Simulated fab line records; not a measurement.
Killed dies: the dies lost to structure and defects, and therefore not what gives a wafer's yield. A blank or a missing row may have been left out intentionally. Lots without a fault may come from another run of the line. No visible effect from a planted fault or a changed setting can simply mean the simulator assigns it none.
Which tool is to blame? ; flow ritCmos ; 14 lots with 42 wafers sampled at 4 steps, on a route of 202 steps

WHAT THE GAUGES SHOWED, per wafer
RIT_ACTIVE_BOW_MEAS_00. Usual: for INCOMING_BOW the level is 1 um and the standard deviation is 6.4.
lot;measured;on;INCOMING_BOW (um);flag
L701;day 1 15:01;filmMetro-03;-1 -5 -3;
L704;day 2 06:01;filmMetro-03;11 16 -4;
L706;day 2 16:00;filmMetro-04;6 -3 6;
L708;day 3 02:01;filmMetro-04;-12 5 0;
L710;day 3 12:00;filmMetro-02;-5 11 7;
L712;day 3 22:02;filmMetro-03;1 -6 6;
L713;day 4 03:02;filmMetro-03;1 8 0;
L714;day 4 08:00;filmMetro-02;-2 1 -4;
L715;day 4 13:00;filmMetro-04;1 -6 2;
L718;day 5 04:01;filmMetro-03;5 -8 5;
L719;day 5 09:00;filmMetro-02;1 -1 0;
L720;day 5 14:04;filmMetro-04;-4 -11 2;
L722;day 6 00:01;filmMetro-04;-3 9 -1;
L723;day 6 05:00;filmMetro-04;2 8 -8;

RIT_ACTIVE_THK_MEAS_02. Usual: for ACTIVE_OXIDE_THK the level is 46.8 nm and the standard deviation is 0.74.
lot;measured;on;ACTIVE_OXIDE_THK (nm);flag
L701;day 1 17:04;filmMetro-02;46.1 46.2 46.5;
L704;day 2 08:04;filmMetro-02;47.3 46.8 46.9;
L706;day 2 18:30;filmMetro-03;47.1 47.4 47.4;
L708;day 3 04:04;filmMetro-04;48.1 47.7 47.6;
L710;day 3 14:03;filmMetro-03;47.7 47.2 46.9;
L712;day 4 00:04;filmMetro-03;48.6 48.4 48.1;
L713;day 4 05:04;filmMetro-02;46.5 46.5 46.5;
L714;day 4 10:03;filmMetro-03;46.0 46.2 45.8;
L715;day 4 15:03;filmMetro-02;46.6 46.1 45.8;
L718;day 5 06:04;filmMetro-03;47.4 47.5 47.0;
L719;day 5 11:04;filmMetro-03;46.2 46.2 45.6;
L720;day 5 16:05;filmMetro-03;46.6 46.5 46.6;
L722;day 6 02:04;filmMetro-04;47.2 46.5 46.9;
L723;day 6 07:03;filmMetro-02;46.1 46.9 46.7;

RIT_M1_OVL_MEAS_10. Usual: for M1_OVL the level is 0.6 nm and the standard deviation is 1.5.
lot;measured;on;M1_OVL (nm);flag
L701;day 3 13:38;overlay-01;2.9 1.8 -0.1;
L704;day 4 03:48;overlay-01;1.1 3.4 -0.5;
L706;day 4 14:05;overlay-01;1.4 3.1 1.9;
L708;day 4 21:53;overlay-01;0.2 -0.4 -0.3;
L710;day 5 08:31;overlay-01;0.0 1.4 0.7;
L712;day 5 19:34;overlay-02;0.8 1.5 2.9;
L713;day 5 23:48;overlay-01;2.6 1.1 2.4;
L718;day 7 01:33;overlay-02;-0.9 -0.2 -1.7;
L719;day 7 05:48;overlay-02;0.9 0.7 -0.1;
L720;day 7 11:11;overlay-02;2.1 1.5 0.6;
L722;day 7 20:30;overlay-02;2.6 1.4 2.4;
L723;day 8 00:26;overlay-01;-0.5 1.9 0.0;

TOOL THAT RAN EACH LOT (tool first, then ch and the chambers of the sampled wafers, then the start)
lot;RIT_GATE_EXPOSE_13
L701;ilineStepper-01 ch 0, day 2 19:21
L704;ilineStepper-01 ch 0, day 3 07:58
L706;ilineStepper-02 ch 0, day 3 18:57
L708;ilineStepper-02 ch 0, day 4 03:31
L710;ilineStepper-01 ch 0, day 4 13:55
L712;ilineStepper-01 ch 0, day 5 00:20
L713;ilineStepper-02 ch 0, day 5 05:35
L714;ilineStepper-02, day 5 11:07
L715;ilineStepper-01, day 5 16:49
L718;ilineStepper-01 ch 0, day 6 07:08
L719;ilineStepper-02 ch 0, day 6 11:18
L720;ilineStepper-02 ch 0, day 6 17:10
L722;ilineStepper-02 ch 0, day 7 02:51
L723;ilineStepper-01 ch 0, day 7 06:38
- RIT_GATE_EXPOSE_13: exposes mask M6, target cd 150 nm.

AS READ BY THE TOOLS THEMSELVES (means over the sampled wafers that have a number; for cases with no such wafer, the mark the record gives instead)
RIT_GATE_EXPOSE_13. Usual: exposureDoseMJCm2 379.9, standard deviation 0.37; focusOffsetNm 0.0 nm, standard deviation 0.46.
lot;tool;exposureDoseMJCm2;focusOffsetNm (nm);flag
L701;ilineStepper-01;379.9;0.1;
L704;ilineStepper-01;379.4;0.3;
L706;ilineStepper-02;379.8;-0.2;
L708;ilineStepper-02;380.3;-0.1;
L710;ilineStepper-01;380.2;-0.3;
L712;ilineStepper-01;379.8;0.7;
L713;ilineStepper-02;380.6;-0.1;
L714;ilineStepper-02;-;-;OFF
L715;ilineStepper-01;-;-;OFF
L718;ilineStepper-01;379.6;0.7;
L719;ilineStepper-02;380.0;-0.1;
L720;ilineStepper-02;379.6;0.1;
L722;ilineStepper-02;379.6;0.1;
L723;ilineStepper-01;380.0;-0.1;

THE ANSWER, worked out from the rows above alone
Rule: a lot counts as off when the mean over its wafers that have a number is more than 3 standard deviations away from the usual mean. A lot without any number at a reading at which 4 lots or more have one is off too. Any other lot the step has rows for is counted as sound. Order of review: gauges by route order, followed by the tools' own readings, for which a lot's mean as printed above is used. The first step at which some lot is off is used, and at that step the reading that is off furthest; a lot without a number counts as furthest.
Off: L714, L715 (RIT_GATE_EXPOSE_13, exposureDoseMJCm2). Without a number there: L714, L715.
If a tool, at that step or one of the process steps before it, ran each lot that is off and ran no sound lot following the first of them, it fits. Of those tried, none fits.

WHAT THE SIMULATOR HAD PUT IN
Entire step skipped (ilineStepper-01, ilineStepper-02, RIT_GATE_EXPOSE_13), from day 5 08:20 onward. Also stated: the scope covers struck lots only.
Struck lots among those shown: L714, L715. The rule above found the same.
